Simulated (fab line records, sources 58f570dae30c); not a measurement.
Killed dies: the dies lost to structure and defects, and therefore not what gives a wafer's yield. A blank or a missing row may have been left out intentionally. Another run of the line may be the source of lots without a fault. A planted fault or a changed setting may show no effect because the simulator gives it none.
Check of tool commonality | flow berkeley_cmos170 | Sample size 15 lots and 45 wafers

== THE REASON FOR OPENING IT ==
At UCB170_PWELL_THK_MEAS_06 the reading PWELL_NITRIDE_THK is flagged on 3 of 15 lots. Fault-free wafers read 219.9 nm, with a standard deviation of 1.6.
Rule: a lot is flagged when every wafer of it that has a number lies more than 4 standard deviations from that mean, or none has a number. The rest of the lots are taken to be sound.

lot  | measured    | on            | PWELL_NITRIDE_THK (nm), wafer by wafer | flag
L320 | day 3 10:43 | film_metro-04 | 219.0 220.5 220.8                      |
L321 | day 3 10:43 | film_metro-03 | 218.0 220.1 220.5                      |
L322 | day 3 10:43 | film_metro-01 | 218.8 219.8 219.6                      |
L324 | day 4 07:15 | film_metro-03 | 219.3 218.9 217.8                      |
L325 | day 4 07:15 | film_metro-04 | 220.0 219.8 220.1                      |
L327 | day 4 11:40 | film_metro-01 | 221.5 217.6 220.8                      |
L326 | day 4 11:41 | film_metro-04 | 221.3 221.5 219.7                      |
L329 | day 4 22:01 | film_metro-03 | 223.6 221.3 221.7                      |
L330 | day 5 11:22 | film_metro-04 | 216.7 216.8 216.6                      |
L334 | day 6 10:23 | film_metro-03 | 97.2 97.0 96.0                         | FLAGGED
L335 | day 6 10:24 | film_metro-01 | 99.7 100.0 98.5                        | FLAGGED
L336 | day 6 10:25 | film_metro-04 | 97.4 99.2 99.5                         | FLAGGED
L340 | day 7 10:57 | film_metro-01 | 222.0 223.0 222.5                      |
L342 | day 8 05:31 | film_metro-01 | 220.6 221.8 220.6                      |
L343 | day 8 05:32 | film_metro-03 | 219.5 218.4 217.6                      |
The numbers of the flagged lots are 98.3 nm on average: -121.6 nm against the usual, or -76 standard deviations.

== LOT BY LOT: THE TOOL USED ==
The record holds 1 process step before the reading, out of a route of 331 steps. In each cell: the tool, then ch and the chambers that the sampled wafers went through, then the start.
lot  | flag    | UCB170_PWELL_CVD_05
L320 |         | lpcvd-01 ch 0, day 3 08:47
L321 |         | lpcvd-01 ch 0, day 3 08:47
L322 |         | lpcvd-01 ch 1, day 3 08:47
L324 |         | lpcvd-02 ch 1, day 4 05:20
L325 |         | lpcvd-02 ch 1, day 4 05:20
L327 |         | lpcvd-01 ch 1, day 4 09:45
L326 |         | lpcvd-01 ch 1, day 4 09:45
L329 |         | lpcvd-01 ch 1, day 4 20:05
L330 |         | lpcvd-02 ch 0, day 5 09:25
L334 | FLAGGED | lpcvd-01 ch 0, day 6 08:28
L335 | FLAGGED | lpcvd-01 ch 1, day 6 08:28
L336 | FLAGGED | lpcvd-01 ch 1, day 6 08:28
L340 |         | lpcvd-02 ch 1, day 7 09:02
L342 |         | lpcvd-02 ch 1, day 8 03:37
L343 |         | lpcvd-02 ch 0, day 8 03:37
These steps, and what they do:
- UCB170_PWELL_CVD_05: deposits Si3N4 from SiH2Cl2/NH3, target thk 220 nm, time 3300 s.
- UCB170_PWELL_THK_MEAS_06

== FLAGGED OVER TOTAL, TOOL BY TOOL (the gauges that took the reading come last) ==
step                     | tool          | lots run | flagged | share of the flagged lots | sound lots run after its first flagged lot
UCB170_PWELL_CVD_05      | lpcvd-01      | 9        | 3       | all                       | 0
UCB170_PWELL_CVD_05      | lpcvd-02      | 6        | 0       | none                      | -
UCB170_PWELL_THK_MEAS_06 | film_metro-01 | 5        | 1       | some                      | 2 (L340,L342)
UCB170_PWELL_THK_MEAS_06 | film_metro-03 | 5        | 1       | some                      | 1 (L343)
UCB170_PWELL_THK_MEAS_06 | film_metro-04 | 5        | 1       | some                      | 0

== WHAT THE TABLE ALLOWS ==
Rows of the table that ran each flagged lot: 1, that is lpcvd-01 at UCB170_PWELL_CVD_05.
- lpcvd-01 at UCB170_PWELL_CVD_05: 3 of its 9 lots flagged. Last sound lot L329 at day 4 20:05, first flagged lot L334 at day 6 08:28; a fault beginning in between fits.
lpcvd-01 at UCB170_PWELL_CVD_05 is the single tool remaining.

== WHAT HAD BEEN PUT IN BY THE SIMULATOR ==
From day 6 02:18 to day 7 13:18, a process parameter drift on lpcvd-01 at UCB170_PWELL_CVD_05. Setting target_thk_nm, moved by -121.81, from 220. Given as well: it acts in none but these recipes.
Shown lots that were struck: L334, L335, L336. This agrees with what the rule above found.
